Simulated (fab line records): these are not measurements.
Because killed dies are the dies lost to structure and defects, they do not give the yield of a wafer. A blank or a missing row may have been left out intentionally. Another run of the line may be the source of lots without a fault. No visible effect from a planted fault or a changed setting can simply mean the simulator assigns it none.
Which of the tools did it? + flow rit-cmos + 15 lots, 45 wafers sampled, at 2 steps of a route of 202

== WHAT THE GAUGES SHOWED, per wafer ==
The record holds no reading of a measuring or inspecting step that can be judged against a usual standard deviation.

== WHAT TOOL EACH LOT RAN ON (gives the tool, then ch and the chambers of the sampled wafers, and finally the start) ==
| lot  | RIT_CONTACT_CLEAN_14           | RIT_M1_PROBE_99        |
|------|--------------------------------|------------------------|
| L627 | wet-bench-04 ch 1, day 3 07:13 | prober-02, day 3 11:32 |
| L629 | wet-bench-02 ch 2, day 3 14:33 | prober-02, day 3 18:44 |
| L630 | wet-bench-03 ch 2, day 3 19:27 | prober-01, day 3 23:50 |
| L632 | wet-bench-04 ch 2, day 4 07:29 | prober-01, day 4 12:21 |
| L633 | wet-bench-02 ch 2, day 4 11:01 | prober-02, day 4 15:15 |
| L634 | wet-bench-02 ch 0, day 4 15:41 | prober-01, day 4 20:04 |
| L636 | wet-bench-02 ch 2, day 5 02:27 | prober-01, day 5 06:56 |
| L637 | wet-bench-03 ch 3, day 5 07:02 | prober-02, day 5 12:57 |
| L638 | wet-bench-02 ch 1, day 5 11:20 | prober-01, day 5 16:09 |
| L641 | wet-bench-04 ch 2, day 6 03:18 | prober-02, day 6 09:12 |
| L646 | wet-bench-03 ch 1, day 7 08:57 | prober-02, day 7 13:25 |
| L647 | wet-bench-03 ch 2, day 7 13:10 | prober-01, day 7 17:25 |
| L648 | wet-bench-03 ch 2, day 7 18:16 | prober-02, day 7 22:35 |
| L649 | wet-bench-02 ch 1, day 7 20:23 | prober-02, day 8 00:46 |
| L650 | wet-bench-02 ch 3, day 8 00:37 | prober-01, day 8 05:31 |
- RIT_CONTACT_CLEAN_14: cleans in SC2, time 600 s.
- RIT_M1_PROBE_99

== WHAT THE TOOLS THEMSELVES READ (means of the sampled wafers that have a number; where no wafer has one, the mark that the record gives instead) ==
RIT_M1_PROBE_99. Usual: for killed_at_M0_to_M3, 0.0 with a standard deviation of 0.16; for killed-at-contacts, 0.1 with a standard deviation of 0.24; for killed-at-front-end, 6.7 with a standard deviation of 2.9; for killed-dies, 6.8 with a standard deviation of 2.9; for killed-on-rim, 1.8 with a standard deviation of 1.3; for killed-open, 3.5 with a standard deviation of 1.8; for killed-short, 3.3 with a standard deviation of 2.1.
| lot  | tool      | killed_at_M0_to_M3 | killed-at-contacts | killed-at-front-end | killed-dies | killed-on-rim | killed-open | killed-short | flag |
|------|-----------|--------------------|--------------------|---------------------|-------------|---------------|-------------|--------------|------|
| L627 | prober-02 | 0.3                | 0.0                | 8.0                 | 8.3         | 2.3           | 2.7         | 5.7          |      |
| L629 | prober-02 | 0.0                | 0.0                | 6.3                 | 6.3         | 2.3           | 2.0         | 3.7          |      |
| L630 | prober-01 | 0.0                | 0.0                | 3.0                 | 3.0         | 1.0           | 2.7         | 0.3          |      |
| L632 | prober-01 | 0.0                | 0.0                | 6.7                 | 6.7         | 2.0           | 4.7         | 2.0          |      |
| L633 | prober-02 | 0.0                | 0.0                | 6.3                 | 6.3         | 1.3           | 2.3         | 4.0          |      |
| L634 | prober-01 | 0.0                | 0.0                | 7.7                 | 7.7         | 2.7           | 3.3         | 4.3          |      |
| L636 | prober-01 | 0.0                | 0.0                | 5.0                 | 5.0         | 1.7           | 2.0         | 3.0          |      |
| L637 | prober-02 | 0.0                | 0.0                | 6.0                 | 6.0         | 1.7           | 3.3         | 2.7          |      |
| L638 | prober-01 | 0.0                | 0.0                | 8.7                 | 8.7         | 2.3           | 5.3         | 3.3          |      |
| L641 | prober-02 | 0.0                | 0.0                | 6.0                 | 6.0         | 1.0           | 2.7         | 3.3          |      |
| L646 | prober-02 | 0.0                | 37.7               | 6.0                 | 43.7        | 2.0           | 4.3         | 2.0          | OFF  |
| L647 | prober-01 | 0.0                | 33.7               | 4.7                 | 38.3        | 10.7          | 2.3         | 2.3          | OFF  |
| L648 | prober-02 | 0.0                | 31.0               | 8.7                 | 39.7        | 11.0          | 4.7         | 4.0          | OFF  |
| L649 | prober-02 | 0.3                | 0.3                | 7.0                 | 7.7         | 1.7           | 3.7         | 4.0          |      |
| L650 | prober-01 | 0.0                | 0.0                | 5.3                 | 5.3         | 1.7           | 2.7         | 2.7          |      |

== THE ANSWER, worked out from the rows above alone ==
Rule: take the mean of a lot's wafers that have a number; if it is more than 3 standard deviations from the usual mean, the lot is off. A lot without any number at a reading at which 4 lots or more have one is off too. All remaining lots with rows at the step are treated as sound. First the gauges in route order, then the tools' own readings, where a lot's mean is used as printed above. The first step at which some lot is off is used, and at that step the reading that is off furthest; a lot without a number counts as furthest.
Off, at RIT_M1_PROBE_99 on killed-at-contacts: L646, L647, L648.
If a tool, at that step or one of the process steps before it, ran each lot that is off and ran no sound lot following the first of them, it fits. One fits: wet-bench-03 at RIT_CONTACT_CLEAN_14. A fault onset in the window from L637 (day 5 07:02, its last sound lot) to L646 (day 7 08:57, its first lot off) fits.

== WHAT HAD BEEN PUT IN BY THE SIMULATOR ==
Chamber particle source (wet-bench-03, RIT_CONTACT_CLEAN_14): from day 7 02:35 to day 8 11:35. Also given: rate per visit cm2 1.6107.
Struck lots among those shown: L646, L647, L648. This agrees with what the rule above found.
